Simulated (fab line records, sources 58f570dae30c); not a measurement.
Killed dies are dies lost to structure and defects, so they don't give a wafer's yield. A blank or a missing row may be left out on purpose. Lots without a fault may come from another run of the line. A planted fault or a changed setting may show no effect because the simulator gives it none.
fab line records | flow berkeley_cmos170
record lots=15 wafers=45 last_day=12
route steps=331 shown M3@322
lots that met no fault: from a run of the same line without faults
start_h: hours from the record's first day to the start of the lot's first wafer shown | wait_h: hours since the lot's step before | " the same as in the row above | L1.1+2: a row that stands for several wafers | - no value, or no start given | * or withheld: withheld | < > ~ a bound
route shown NAME@n: a module of which the file shows steps, and the number in the route of the first | usual: mean/standard deviation of fault-free wafers | same: alike in all rows | chamber/n: place in a boat | sites: the reading at each site | _std_site: their standard deviation | _edge_site: outer sites' mean less inner sites' | radius_mm: how far each site lies from the wafer's centre | mask NAME#n: copy n | behind: the tool/chamber that last shaped the wafer | hold: why the lot was held/for how many hours/how that ended | device: the transistor (n, p or np) that didn't switch | end of line: the same wafers' tests at the end of the route | a step without rows: its recipe alone | killed: dies lost to structure and defects at the first sort, not the wafer's yield | map: a wafer's dies, x killed, . not, _ none there
set.NAME: the setting as run; set.NAME@STEP: as run at that earlier step | model.NAME: the simulator's own value behind a step, which no gauge read
steps of the route over a sample of lots; a table a step, a row a wafer
## steps
# step UCB170_M3_PEB_13
# recipe peb_temp_c=130 peb_time_s=withheld resist=KrF
# usual heater_power_total_W=56.80/0.044 plate_temp_C=130.00/0.14
# columns lot.wafer tool chamber start_h wait_h heater_power_total_W plate_temp_C
L504.2 litho_track-04 0 160.95 0.1 56.83 129.92
L504.3 " 0 " " 56.78 129.96
L504.6 " 0 " " 56.82 130.05
L505.2 litho_track-03 0 168.75 0.1 56.76 129.96
L505.4 " 0 " " 56.74 129.87
L505.6 " 0 " " 56.76 129.88
L508.1 litho_track-02 0 180.69 0.4 56.84 129.93
L508.3 " 0 " " 56.76 129.89
L508.6 " 0 " " 56.72 130.07
L507.1 litho_track-03 0 181.24 0.5 56.79 129.99
L507.4 " 0 " " 56.84 130.01
L507.6 " 0 " " 56.83 130.07
L513.1 litho_track-03 0 208.70 0.4 56.84 130.15
L513.4 " 0 " " 56.74 130.16
L513.5 " 0 " " 56.78 130.06
L512.2 litho_track-03 0 209.30 0.1 56.87 129.88
L512.4 " 0 " " 56.78 130.08
L512.6 " 0 " " 56.83 129.96
L515.2 litho_track-02 0 209.86 0.1 56.82 129.81
L515.3 " 0 " " 56.78 129.97
L515.5 " 0 " " 56.82 129.93
L510.2 litho_track-03 0 210.12 0.1 56.76 130.10
L510.4 " 0 " " 56.83 130.08
L510.6 " 0 " " 56.80 130.30
L516.3 litho_track-02 0 225.11 0.6 50.74 119.27
L516.5 " 0 " " 50.75 119.06
L516.6 " 0 " " 50.74 119.20
L514.3 litho_track-02 0 225.38 0.6 50.77 119.34
L514.5 " 0 " " 50.63 119.22
L514.6 " 0 " " 50.74 119.20
L517.2 litho_track-02 0 234.87 0.3 50.71 119.48
L517.3 " 0 " " 50.78 119.11
L517.6 " 0 " " 50.79 119.36
L524.1 litho_track-04 0 273.13 0.4 56.83 130.27
L524.5 " 0 " " 56.76 129.98
L524.6 " 0 " " 56.80 129.76
L525.1 litho_track-04 0 273.85 0.7 56.85 129.74
L525.2 " 0 " " 56.83 129.88
L525.6 " 0 " " 56.78 129.89
L527.1 litho_track-03 0 280.22 0.1 56.83 129.89
L527.2 " 0 " " 56.80 130.03
L527.5 " 0 " " 56.75 129.98
L526.2 litho_track-03 0 282.67 0.1 56.79 130.01
L526.3 " 0 " " 56.88 129.82
L526.4 " 0 " " 56.84 130.08
# step UCB170_M3_CD_MEAS_15
# recipe target_cd_nm=700
# usual cd_nm=700.3/1.4
# columns lot.wafer tool chamber start_h wait_h cd_nm
L504.2 cd_sem-02 - 161.22 - 701.3
L504.3 " - " " 700.4
L504.6 " - " " 701.6
L505.2 cd_sem-02 - 169.02 - 700.2
L505.4 " - " " 700.3
L505.6 " - " " 700.2
L508.1 cd_sem-01 - 181.08 - 700.2
L508.3 " - " " 701.7
L508.6 " - " " 701.2
L507.1 cd_sem-01 - 181.72 - 699.9
L507.4 " - " " 699.7
L507.6 " - " " 700.1
L513.1 cd_sem-02 - 208.98 - 697.9
L513.4 " - " " 696.8
L513.5 " - " " 698.4
L512.2 cd_sem-02 - 209.57 - 700.2
L512.4 " - " " 699.7
L512.6 " - " " 702.6
L515.2 cd_sem-02 - 210.13 - 699.7
L515.3 " - " " 701.1
L515.5 " - " " 700.1
L510.2 cd_sem-01 - 210.39 - 700.4
L510.4 " - " " 700.6
L510.6 " - " " 701.6
L516.3 cd_sem-01 - 225.37 - 808.6
L516.5 " - " " 807.8
L516.6 " - " " 809.8
L514.3 cd_sem-02 - 225.65 - 809.7
L514.5 " - " " 810.8
L514.6 " - " " 808.4
L517.2 cd_sem-01 - 235.14 - 812.3
L517.3 " - " " 813.3
L517.6 " - " " 812.6
L524.1 cd_sem-01 - 273.40 - 701.5
L524.5 " - " " 703.3
L524.6 " - " " 701.4
L525.1 cd_sem-01 - 274.13 - 701.4
L525.2 " - " " 700.3
L525.6 " - " " 702.2
L527.1 cd_sem-01 - 280.49 - 700.9
L527.2 " - " " 701.7
L527.5 " - " " 700.3
L526.2 cd_sem-02 - 282.94 - 698.2
L526.3 " - " " 699.2
L526.4 " - " " 699.3
## key
first_sign step=UCB170_M3_PEB_13 reading=heater_power_total_W direction=down sigmas=99+ usual=56.80 struck=50.74
effect step=UCB170_M3_PEB_13 reading=plate_temp_C direction=down sigmas=76 usual=* struck=*
effect step=UCB170_M3_CD_MEAS_15 reading=cd_nm direction=up sigmas=78 usual=700.3 struck=810.4
met_at UCB170_M3_PEB_13
struck_lots L514,L516,L517
sort_left_out L514.3,L514.5,L514.6,L516.3,L516.5,L516.6,L517.2,L517.3,L517.6
fault kind=process_parameter_drift tool=litho_track-02 chamber=- onset_h=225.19 steps=UCB170_M3_PEB_13 channel=peb_temp_c offset=* shape=step end_h=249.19 acts_in=* stated=*
# sort_left_out: the simulated sort isn't trusted on such a fault, so these wafers' sort isn't shown, and their yield isn't known
